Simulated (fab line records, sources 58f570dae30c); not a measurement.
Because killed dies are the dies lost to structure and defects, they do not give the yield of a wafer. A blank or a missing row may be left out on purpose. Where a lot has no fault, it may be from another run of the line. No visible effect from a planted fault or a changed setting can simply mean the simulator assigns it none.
The same fault as seen by 2 desks || flow berkeley-cmos170 || each desk has only its own numbers; what lay behind them comes last

DESK OF THE TOOL OWNER: pecvd-01
The tool's own readings at UCB170_SPACER_CVD_00 (deposits SiO2 from TEOS/O2, target thk 376 nm, time 47 s): means of the sampled wafers that have a number, for each lot that ran on this tool. If a lot's mean is further than 4 standard deviations from the usual mean, the lot is out of limits and carries the mark OUT (the distance appears in the brackets).
Columns: A = heater-power-w at UCB170_SPACER_CVD_00, usual 281 W; B = pressure-mtorr at UCB170_SPACER_CVD_00, usual 9000 mTorr
{"lot": "L994", "first seen here": "day 6 18:06", "A": 312, "B": 8983}
{"lot": "L993", "first seen here": "day 7 03:44", "A": 363, "B": 9008}
{"lot": "L100", "first seen here": "day 7 22:37", "A": 294, "B": 9008}
{"lot": "L103", "first seen here": "day 8 23:57", "A": 240, "B": 9009}
{"lot": "L109", "first seen here": "day 9 23:55", "A": 306, "B": 8971}
{"lot": "L112", "first seen here": "day 10 18:16", "A": 335, "B": 9004}
Finding of this desk: none of the 6 lots has anything out of limits.

FROM THE METROLOGY DESK
What the gauges read, lot by lot, whatever tool the lot ran on: means of the sampled wafers that have a number. If a lot's mean is further than 4 standard deviations from the usual mean, the lot is out of limits and carries the mark OUT (the distance appears in the brackets).
Columns: A = FIELD_OXIDE_LEFT_1_THK at UCB170_FIELD_THK_MEAS_90, usual 438 nm; B = SPACER_TEOS_THK at UCB170_SPACER_THK_MEAS_01, usual 375 nm; C = M1_AL_THK at UCB170_M1_THK_MEAS_02, usual 620 nm
{"lot": "L994", "first seen here": "day 5 06:52", "A": 440, "B": 374, "C": 620}
{"lot": "L993", "first seen here": "day 5 09:46", "A": 454, "B": 375, "C": 622}
{"lot": "L995", "first seen here": "day 5 09:49", "A": 465, "B": 376, "C": 615}
{"lot": "L997", "first seen here": "day 5 21:07", "A": 422, "B": 373, "C": 606}
{"lot": "L100", "first seen here": "day 6 12:29", "A": 437, "B": 372, "C": 616}
{"lot": "L103", "first seen here": "day 7 05:20", "A": 438, "B": 373, "C": 630}
{"lot": "L104", "first seen here": "day 7 15:49", "A": 432, "B": 378, "C": 628}
{"lot": "L106", "first seen here": "day 7 18:47", "A": 453, "B": 376, "C": 609}
{"lot": "L107", "first seen here": "day 7 18:47", "A": 440, "B": 377, "C": 627}
{"lot": "L109", "first seen here": "day 8 13:32", "A": 441, "B": 373, "C": 597}
{"lot": "L113", "first seen here": "day 9 15:05", "A": 419, "B": 377, "C": 608}
{"lot": "L115", "first seen here": "day 9 15:10", "A": 438, "B": 371, "C": 624}
{"lot": "L112", "first seen here": "day 9 15:27", "A": 432, "B": 387, "C": 628}
Finding of this desk: none of the 13 lots has anything out of limits.

BROUGHT TOGETHER
Nothing out of limits was seen by the tool owner's desk.
At the metrology desk, nothing out of limits was observed.

WHAT HAD BEEN PUT IN BY THE SIMULATOR
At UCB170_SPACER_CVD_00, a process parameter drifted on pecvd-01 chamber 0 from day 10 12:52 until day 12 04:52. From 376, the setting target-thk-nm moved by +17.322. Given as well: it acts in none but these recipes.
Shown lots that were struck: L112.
